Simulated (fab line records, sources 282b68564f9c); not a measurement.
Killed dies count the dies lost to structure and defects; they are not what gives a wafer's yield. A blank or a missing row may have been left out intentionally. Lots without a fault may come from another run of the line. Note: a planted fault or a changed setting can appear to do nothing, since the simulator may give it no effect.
Comparing a struck lot with a sound one	flow rit cmos	15 steps out of a route of 202
Sound: the wafers L805.2, L805.5, L805.6. The struck wafers were L816.1, L816.2, L816.3. At the end, the cause is stated.
Each step with rows lists, per side, the tool, then ch with its chambers, then its first start. Under that, the readings that differ: sound wafers	struck wafers	difference of the means	sigmas: that difference in standard deviations of wafers without a fault.
alike: readings with means less than 2 such deviations apart, plus words and numbers identical on both sides. not compared: withheld readings, readings lacking a value on some wafer, bounds such as >300 that could conceal the same value, and numbers that have no deviation in the record and whose values overlap.
The two part at a step that has a row with sigmas, a row that says differs or no value, or rows on one side only. Numbers that don't overlap but have no deviation are shown without sigmas and don't part them. A reading that every wafer of one side lacks parts them only if that side has two wafers or more.

first, 6 steps without rows for these wafers: RIT_PRETRO_HMDS_00 (prime time 60 s); RIT_PRETRO_COAT_01 (resist thk 1300 nm); RIT_PRETRO_SOFTBAKE_02 (time 60 s); RIT_PRETRO_EXPOSE_03 (exposes mask M5, target cd 43700 nm); RIT_PRETRO_PEB_04; RIT_PRETRO_DEVELOP_05 (develop time 68 s).
RIT_PRETRO_OVL_MEAS_06:
  sound: overlay-02 at day 2 23:41; struck: overlay-02 at day 5 06:16
  alike: PRETRO_OVL
then, 2 steps without rows for these wafers: RIT_PRETRO_HARDBAKE_07 (time 120 s); RIT_PRETRO_IMPLANT_08.
RIT_PRETRO_STRIP_09: strips in O2, time 180 s.
  sound on plasma asher-01 ch 0,1, day 3 00:07; struck on plasma asher-02 ch 0,1, day 5 06:42
  alike: drypump motor current A, rf refl power W
  not compared: rf hours counter h
RIT_PRETRO_TW_MEAS_10:
  sound: film metro-01 at day 3 00:19; struck: film metro-01 at day 5 06:52
  alike: PRETRO_TW
then, 1 step without rows for these wafers: RIT_GATE_WET_ETCH_00 (etches SiO2 in BOE, target depth 56 nm, time 60 s).
RIT_GATE_CLEAN_01: cleans in SC1, time 600 s.
  sound on wet bench-02 ch 0, day 3 00:23; struck on wet bench-03 ch 0, day 5 06:59
reading	sound	struck	difference	sigmas
run length s (s)	631 631 631	673 673 673	+42	+11
then, 1 step without rows for these wafers: RIT_GATE_CLEAN_02 (cleans in dHF, time 30 s).
RIT_M1_PROBE_99:
  sound: prober-02 at day 4 04:05; struck: prober-01 at day 6 12:04
  alike: killed at contacts, killed at front end, killed dies, killed open, killed short

== WHERE THEY PART ==
RIT_GATE_CLEAN_01 only, going by this record. Later steps at which nothing parts them and some readings are alike: RIT_M1_PROBE_99.

WHY: whatever the simulator had introduced
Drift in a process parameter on wet bench-03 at RIT_GATE_CLEAN_01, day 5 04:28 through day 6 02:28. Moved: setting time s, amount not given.
